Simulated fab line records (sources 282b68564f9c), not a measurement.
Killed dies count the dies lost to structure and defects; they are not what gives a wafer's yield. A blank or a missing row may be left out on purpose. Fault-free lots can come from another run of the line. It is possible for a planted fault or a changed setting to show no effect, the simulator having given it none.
The tool behind it: which one? | flow rit-cmos | Sampling: 7 lots, 21 wafers, 2 of 202 route steps

WHAT EACH GAUGE READ, for each wafer
RIT_M1_CD_MEAS_09: target cd 2600 nm.
lot  | measured    | on        | cd-nm (nm)
L632 | day 4 03:05 | cd-sem-01 | 2603.0 2603.2 2603.1
L637 | day 5 06:07 | cd-sem-02 | 2603.3 2602.0 2603.3
L639 | day 5 11:32 | cd-sem-02 | 2599.2 2600.5 2596.7
L641 | day 5 19:10 | cd-sem-01 | 2600.7 2597.3 2599.1
L643 | day 6 04:23 | cd-sem-01 | 2600.7 2598.8 2599.7
L647 | day 7 00:50 | cd-sem-02 | 2619.5 2622.9 2619.0
L650 | day 7 15:02 | cd-sem-02 | 2610.6 2610.9 2611.0

WHICH TOOL RAN EACH LOT (tool, then ch and the chambers of the sampled wafers, then the start)
lot  | RIT_M1_EXPOSE_06
L632 | iline-stepper-01 ch 0, day 4 02:40
L637 | iline-stepper-02 ch 0, day 5 05:41
L639 | iline-stepper-02 ch 0, day 5 11:07
L641 | iline-stepper-01 ch 0, day 5 18:44
L643 | iline-stepper-01 ch 0, day 6 03:58
L647 | iline-stepper-01 ch 0, day 7 00:24
L650 | iline-stepper-01 ch 0, day 7 14:36
- RIT_M1_EXPOSE_06: exposes mask M12, target cd 2600 nm.

THE ANSWER, worked out from the rows above alone
Rule: usual is defined by the lots themselves. Put in order of their means at a reading, lots are off if they are a third of the lots or fewer, leave a main group of 4 or more, and stand apart from it by a gap of 3 or more times the standard deviation of the main group's means; of several such gaps the widest counts. A main group whose means are all the same, to the digits that the tables above print for the reading, isn't used. Also off: a lot with no number at a reading for which 4 or more lots have one. All remaining lots with rows at the step are treated as sound.
Off at RIT_M1_CD_MEAS_09 (cd-nm): L647, L650. Mean 2600.7 nm and standard deviation 1.9 in the main group.
A tool fits if, at a process step before that reading, it ran every lot that is off, and no sound lot after the first of them. Those tools and the gauges at RIT_M1_CD_MEAS_09 are tried in the same way. Can't be told from this: 2 tools fit, iline-stepper-01 at RIT_M1_EXPOSE_06, cd-sem-02 at RIT_M1_CD_MEAS_09.

WHAT THE SIMULATOR PUT IN
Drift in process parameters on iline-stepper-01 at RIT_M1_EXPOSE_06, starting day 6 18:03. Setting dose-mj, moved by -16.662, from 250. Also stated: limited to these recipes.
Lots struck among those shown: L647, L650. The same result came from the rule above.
